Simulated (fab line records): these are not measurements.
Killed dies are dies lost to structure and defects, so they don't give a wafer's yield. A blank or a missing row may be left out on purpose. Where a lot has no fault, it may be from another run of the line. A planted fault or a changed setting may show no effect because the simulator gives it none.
Which tool did it? | flow berkeley cmos170 | Sampling: 15 lots, 45 wafers, 6 of 331 route steps

== WHAT THE GAUGES READ, wafer by wafer ==
UCB170_NWELL_THK_MEAS_05. Usual: NWELL_NITRIDE_THK typically reads 225.4 nm, with standard deviation 2.6.
lot  | measured    | on            | NWELL_NITRIDE_THK (nm) | flag
L261 | day 2 11:28 | film metro-03 | 223.2 220.3 221.3      |
L263 | day 2 20:37 | film metro-03 | 225.3 225.6 227.2      |
L264 | day 3 06:30 | film metro-01 | 227.5 227.9 225.4      |
L265 | day 3 06:31 | film metro-03 | 226.5 226.8 226.8      |
L266 | day 3 20:38 | film metro-02 | 225.6 224.6 224.4      |
L268 | day 3 20:37 | film metro-03 | 216.3 218.4 218.3      |
L267 | day 3 20:36 | film metro-01 | 224.3 222.4 223.4      |
L269 | day 4 08:27 | film metro-01 | 227.9 228.9 227.3      |
L271 | day 4 19:20 | film metro-01 | 222.0 221.6 223.4      |
L272 | day 4 19:20 | film metro-03 | 226.2 224.3 222.4      |
L274 | day 5 04:38 | film metro-02 | 222.1 223.6 223.0      |
L278 | day 5 21:04 | film metro-03 | 183.1 183.1 184.5      | OFF
L277 | day 5 21:04 | film metro-01 | 182.7 181.2 183.5      | OFF
L279 | day 6 06:11 | film metro-01 | 226.3 225.6 226.2      |
L280 | day 6 10:24 | film metro-03 | 186.1 182.7 185.2      | OFF

UCB170_NSD_CD_MEAS_06 targets a cd of 1200 nm. Usual: cd nm 1199.8 nm, standard deviation 1.2.
lot  | measured     | on        | cd nm (nm)           | flag
L261 | day 8 05:11  | cd sem-02 | 1199.4 1201.4 1200.9 |
L263 | day 8 21:34  | cd sem-01 | 1198.6 1200.1 1199.5 |
L264 | day 8 21:34  | cd sem-02 | 1199.6 1199.7 1200.4 |
L265 | day 8 21:23  | cd sem-02 | 1197.1 1197.9 1197.3 |
L266 | day 9 14:57  | cd sem-01 | 1198.6 1199.3 1200.4 |
L268 | day 9 14:26  | cd sem-01 | 1199.6 1200.1 1199.7 |
L267 | day 9 14:39  | cd sem-02 | 1198.3 1198.8 1198.4 |
L269 | day 10 05:22 | cd sem-01 | 1200.9 1199.8 1201.0 |
L271 | day 10 11:44 | cd sem-02 | 1198.2 1197.1 1198.8 |
L272 | day 10 12:28 | cd sem-01 | 1202.3 1200.9 1200.1 |
L274 | day 11 04:15 | cd sem-01 | 1199.1 1198.5 1198.7 |
L278 | day 11 08:16 | cd sem-01 | 1198.1 1199.2 1198.8 |
L277 | day 11 08:00 | cd sem-02 | 1201.1 1199.4 1201.3 |
L279 | day 12 11:46 | cd sem-02 | 1199.6 1198.4 1198.9 |
L280 | day 12 11:33 | cd sem-02 | 1199.5 1200.3 1202.0 |

== WHAT TOOL EACH LOT RAN ON (gives the tool, then ch and the chambers of the sampled wafers, and finally the start) ==
lot  | UCB170_ZERO_ETCH_06               | UCB170_NWELL_CVD_04        | UCB170_NWELL_ETCH_13              | UCB170_PVT_STRIP_08
L261 | rie diel-04 ch 1,2,3, day 1 20:59 | lpcvd-01 ch 1, day 2 09:32 | rie diel-01 ch 0,1,2, day 2 12:58 | plasma asher-01 ch 0,1, day 6 21:10
L263 | rie diel-02 ch 1,2,3, day 2 05:01 | lpcvd-02 ch 1, day 2 18:41 | rie diel-04 ch 0,1,3, day 2 21:47 | plasma asher-03 ch 0,1, day 7 13:50
L264 | rie diel-04 ch 0,1,2, day 2 14:54 | lpcvd-02 ch 0, day 3 04:34 | rie diel-04 ch 0,2,3, day 3 07:49 | plasma asher-02 ch 0,1, day 7 14:10
L265 | rie diel-03 ch 0,1,3, day 2 15:11 | lpcvd-02 ch 0, day 3 04:34 | rie diel-03 ch 0,1,3, day 3 08:05 | plasma asher-01 ch 0,1, day 7 14:03
L266 | rie diel-02 ch 2,3, day 3 02:31   | lpcvd-01 ch 0, day 3 18:40 | rie diel-01 ch 1,2, day 3 21:43   | plasma asher-02 ch 0,1, day 8 02:26
L268 | rie diel-04 ch 0,1,3, day 3 02:48 | lpcvd-01 ch 0, day 3 18:40 | rie diel-03 ch 2,3, day 3 21:59   | plasma asher-03 ch 0,1, day 8 02:07
L267 | rie diel-03 ch 0,1,3, day 3 02:53 | lpcvd-01 ch 0, day 3 18:40 | rie diel-04 ch 1,2,3, day 3 22:16 | plasma asher-01 ch 0,1, day 8 02:08
L269 | rie diel-04 ch 0,2,3, day 3 14:31 | lpcvd-02 ch 1, day 4 06:31 | rie diel-04 ch 0,1,2, day 4 09:23 | plasma asher-03 ch 0,1, day 8 18:10
L271 | rie diel-02 ch 0,2,3, day 4 04:59 | lpcvd-01 ch 0, day 4 17:24 | rie diel-04 ch 0,1,2, day 4 20:31 | plasma asher-03 ch 1, day 9 05:49
L272 | rie diel-03 ch 1,2,3, day 4 05:13 | lpcvd-01 ch 0, day 4 17:24 | rie diel-03 ch 0,1, day 4 20:26   | plasma asher-02 ch 0,1, day 9 05:56
L274 | rie diel-02 ch 0,1,3, day 4 14:43 | lpcvd-02 ch 0, day 5 02:42 | rie diel-01 ch 0,2, day 5 06:02   | plasma asher-02 ch 0,1, day 9 20:57
L278 | rie diel-03 ch 2,3, day 5 08:06   | lpcvd-02 ch 0, day 5 19:08 | rie diel-04 ch 1,2, day 5 22:08   | plasma asher-02 ch 0,1, day 10 04:58
L277 | rie diel-02 ch 2,3, day 5 08:17   | lpcvd-02 ch 1, day 5 19:08 | rie diel-03 ch 1,2, day 5 22:39   | plasma asher-02 ch 0,1, day 10 04:26
L279 | rie diel-04 ch 0,1,2, day 5 18:04 | lpcvd-01 ch 0, day 6 04:13 | rie diel-03 ch 0,3, day 6 07:18   | plasma asher-03 ch 0,1, day 10 22:36
L280 | rie diel-03 ch 1,3, day 5 21:50   | lpcvd-02 ch 0, day 6 08:28 | rie diel-03 ch 1,2,3, day 6 11:23 | plasma asher-01 ch 0,1, day 10 22:21
- UCB170_ZERO_ETCH_06: etches SiO2 in CHF3/CF4/Ar, time 12 s.
- UCB170_NWELL_CVD_04: deposits Si3N4 from SiH2Cl2/NH3, target thk 224 nm, time 3360 s.
- UCB170_NWELL_ETCH_13: etches Si3N4 in CH3F/Ar/O2, stops on SiO2, target depth 246.4 nm, time 154 s.
- UCB170_PVT_STRIP_08: strips in O2.

== WHAT THE TOOLS THEMSELVES READ (means of the sampled wafers that have a number; where no wafer has one, the mark that the record gives instead) ==
UCB170_ZERO_ETCH_06. Usual: drypump motor current A 5.8 A, standard deviation 0.54; oes product au 0.618 a.u., standard deviation 0.0072; throttle valve pct 9.27 %, standard deviation 0.11.
lot  | tool        | drypump motor current A (A) | oes product au (a.u.) | throttle valve pct (%) | flag
L261 | rie diel-04 | 6.0                         | 0.622                 | 9.22                   |
L263 | rie diel-02 | 5.9                         | 0.612                 | 9.25                   |
L264 | rie diel-04 | 6.3                         | 0.620                 | 9.22                   |
L265 | rie diel-03 | 5.9                         | 0.619                 | 9.30                   |
L266 | rie diel-02 | 6.0                         | 0.618                 | 9.22                   |
L268 | rie diel-04 | 6.0                         | 0.627                 | 9.26                   |
L267 | rie diel-03 | 5.9                         | 0.619                 | 9.30                   |
L269 | rie diel-04 | 6.2                         | 0.620                 | 9.14                   |
L271 | rie diel-02 | 5.7                         | 0.619                 | 9.23                   |
L272 | rie diel-03 | 5.3                         | 0.620                 | 9.35                   |
L274 | rie diel-02 | 5.6                         | 0.613                 | 9.26                   |
L278 | rie diel-03 | 5.1                         | 0.615                 | 9.43                   |
L277 | rie diel-02 | 6.0                         | 0.614                 | 9.23                   |
L279 | rie diel-04 | 6.3                         | 0.618                 | 9.22                   |
L280 | rie diel-03 | 5.4                         | 0.623                 | 9.27                   |

UCB170_NWELL_CVD_04. Usual: spike tc load C 823.5 C, standard deviation 1.3; zone power source pct 20.3 %, standard deviation 1.5.
lot  | tool     | spike tc load C (C) | zone power source pct (%) | flag
L261 | lpcvd-01 | 824.7               | 16.9                      |
L263 | lpcvd-02 | 824.6               | 21.0                      |
L264 | lpcvd-02 | 823.6               | 19.2                      |
L265 | lpcvd-02 | 823.0               | 19.2                      |
L266 | lpcvd-01 | 823.6               | 22.1                      |
L268 | lpcvd-01 | 822.9               | 21.9                      |
L267 | lpcvd-01 | 822.8               | 22.0                      |
L269 | lpcvd-02 | 824.1               | 20.8                      |
L271 | lpcvd-01 | 823.1               | 21.8                      |
L272 | lpcvd-01 | 822.9               | 22.1                      |
L274 | lpcvd-02 | 822.4               | 19.3                      |
L278 | lpcvd-02 | 822.8               | 19.3                      |
L277 | lpcvd-02 | 824.4               | 21.1                      |
L279 | lpcvd-01 | 822.9               | 22.1                      |
L280 | lpcvd-02 | 821.7               | 19.2                      |

UCB170_NWELL_ETCH_13. Usual: drypump motor current A 5.8 A, standard deviation 0.53; oes product au 0.941 a.u., standard deviation 0.015; throttle valve pct 8.08 %, standard deviation 0.15.
lot  | tool        | drypump motor current A (A) | oes product au (a.u.) | throttle valve pct (%) | flag
L261 | rie diel-01 | 5.5                         | 0.924                 | 8.02                   |
L263 | rie diel-04 | 5.9                         | 0.953                 | 8.06                   |
L264 | rie diel-04 | 6.1                         | 0.949                 | 7.97                   |
L265 | rie diel-03 | 5.9                         | 0.956                 | 8.10                   |
L266 | rie diel-01 | 5.6                         | 0.926                 | 7.95                   |
L268 | rie diel-03 | 5.1                         | 0.925                 | 8.21                   |
L267 | rie diel-04 | 6.0                         | 0.942                 | 8.03                   |
L269 | rie diel-04 | 6.3                         | 0.951                 | 8.02                   |
L271 | rie diel-04 | 6.3                         | 0.938                 | 8.02                   |
L272 | rie diel-03 | 5.8                         | 0.948                 | 8.09                   |
L274 | rie diel-01 | 5.4                         | 0.922                 | 7.87                   |
L278 | rie diel-04 | 6.3                         | 0.830                 | 7.97                   | OFF
L277 | rie diel-03 | 4.9                         | 0.841                 | 8.22                   | OFF
L279 | rie diel-03 | 6.3                         | 0.945                 | 8.12                   |
L280 | rie diel-03 | 5.3                         | 0.844                 | 8.14                   | OFF

UCB170_PVT_STRIP_08. Usual: drypump motor current A 5.7 A, standard deviation 0.5; oes product au 0.734 a.u., standard deviation 0.0049; strip time to endpoint s 21.64 s, standard deviation 0.059.
lot  | tool            | drypump motor current A (A) | oes product au (a.u.) | strip time to endpoint s (s) | flag
L261 | plasma asher-01 | 6.1                         | 0.735                 | 21.57                        |
L263 | plasma asher-03 | 5.3                         | 0.735                 | 21.68                        |
L264 | plasma asher-02 | 5.3                         | 0.737                 | 21.55                        |
L265 | plasma asher-01 | 6.1                         | 0.733                 | 21.69                        |
L266 | plasma asher-02 | 5.3                         | 0.736                 | 21.53                        |
L268 | plasma asher-03 | 5.3                         | 0.739                 | 21.70                        |
L267 | plasma asher-01 | 6.0                         | 0.732                 | 21.63                        |
L269 | plasma asher-03 | 5.3                         | 0.734                 | 21.68                        |
L271 | plasma asher-03 | 4.9                         | 0.735                 | 21.70                        |
L272 | plasma asher-02 | 5.3                         | 0.731                 | 21.54                        |
L274 | plasma asher-02 | 5.3                         | 0.734                 | 21.66                        |
L278 | plasma asher-02 | 5.3                         | 0.729                 | 21.62                        |
L277 | plasma asher-02 | 5.3                         | 0.737                 | 21.64                        |
L279 | plasma asher-03 | 5.3                         | 0.733                 | 21.64                        |
L280 | plasma asher-01 | 6.0                         | 0.734                 | 21.64                        |

== THE ANSWER, worked out from the rows above alone ==
Rule: lot off if the mean of its wafers having a number is beyond 3 standard deviations from the usual mean. Also off: a lot with no number at a reading for which 4 or more lots have one. The other lots that the step has rows for count as sound. First the gauges in route order, then the tools' own readings, where a lot's mean is used as printed above. The first step at which some lot is off is used, and at that step the reading that is off furthest; a lot without a number counts as furthest.
Off: at UCB170_NWELL_THK_MEAS_05 (NWELL_NITRIDE_THK), L278, L277, L280.
If a tool, at a process step before that reading, ran all the lots that are off and no sound lot after the first of them, it fits. The gauges at UCB170_NWELL_THK_MEAS_05 aren't tried: what is off there is off at UCB170_NWELL_ETCH_13 too, on other tools, and a gauge's error can't cause that. One candidate fits, namely lpcvd-02 at UCB170_NWELL_CVD_04. A fault onset in the window from L274 (day 5 02:42, its last sound lot) to L277 (day 5 19:08, its first lot off) fits.

== WHAT HAD BEEN PUT IN BY THE SIMULATOR ==
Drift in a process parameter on lpcvd-02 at UCB170_NWELL_CVD_04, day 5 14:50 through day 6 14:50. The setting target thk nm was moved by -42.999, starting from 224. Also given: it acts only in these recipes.
Shown lots that were struck: L277, L278, L280. The rule above reached the same finding.
